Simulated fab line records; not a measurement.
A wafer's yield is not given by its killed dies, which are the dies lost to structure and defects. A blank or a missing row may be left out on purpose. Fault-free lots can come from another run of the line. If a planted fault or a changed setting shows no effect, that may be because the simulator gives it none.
A sampling plan put to the test | flow rit-cmos | one fab line, 3 faults that these records tell of, each judged on the records of the lots that it struck; 1 more is left out, because the records don't allow judging it
What counts as the plan is the set of the line's own looks, namely the steps on the route at which a gauge or an inspection reads a wafer and does not change it. A look can be judged if struck wafers have a number there and the file gives its usual mean and standard deviation on fault-free wafers. Caught: a look later than the fault's first step finds the struck wafers' mean 4 or more of those standard deviations (sigma) from the usual mean. On the tool: here the same test is run on the tool's own readings at the fault's steps. If the struck wafers alone have a blank record, or they carry another recipe, that too counts as caught.

## THE FAULTS, as the simulator had put them in
1. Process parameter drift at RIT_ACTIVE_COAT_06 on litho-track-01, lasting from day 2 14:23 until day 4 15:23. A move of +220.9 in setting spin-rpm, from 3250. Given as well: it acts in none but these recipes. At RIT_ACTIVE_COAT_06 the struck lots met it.
2. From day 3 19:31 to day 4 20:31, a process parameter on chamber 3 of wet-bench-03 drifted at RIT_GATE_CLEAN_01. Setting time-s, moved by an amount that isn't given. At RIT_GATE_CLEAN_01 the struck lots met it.
3. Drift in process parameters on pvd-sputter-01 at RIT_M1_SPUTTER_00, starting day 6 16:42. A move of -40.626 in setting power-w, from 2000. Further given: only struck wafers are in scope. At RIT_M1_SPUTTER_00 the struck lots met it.

## WHAT THE PLAN SAW
fault | on the tool itself                     | first look that catches it                      | reading, sigma | median hours from its first step to that look | hours from the fault's start to the first struck lot there | judged looks passed uncaught
1     | spin-speed-rpm +99 or beyond sigma     | not the one look that can be judged after it    | -              | -                                             | -                                                          | 1
2     | run-length-s -46 sigma                 | none of the 2 looks that can be judged after it | -              | -                                             | -                                                          | 2
3     | cathode-dc-power-W -99 or beyond sigma | no look after it can be judged                  | -              | -                                             | -                                                          | 0
A dash: the fault isn't caught, or these records don't give the number.

Caught at a look: 0 of 3. Caught on the tool: 3 of 3. By one or the other: 3 of 3.
Faults caught by the tool alone: 1, 2, 3.
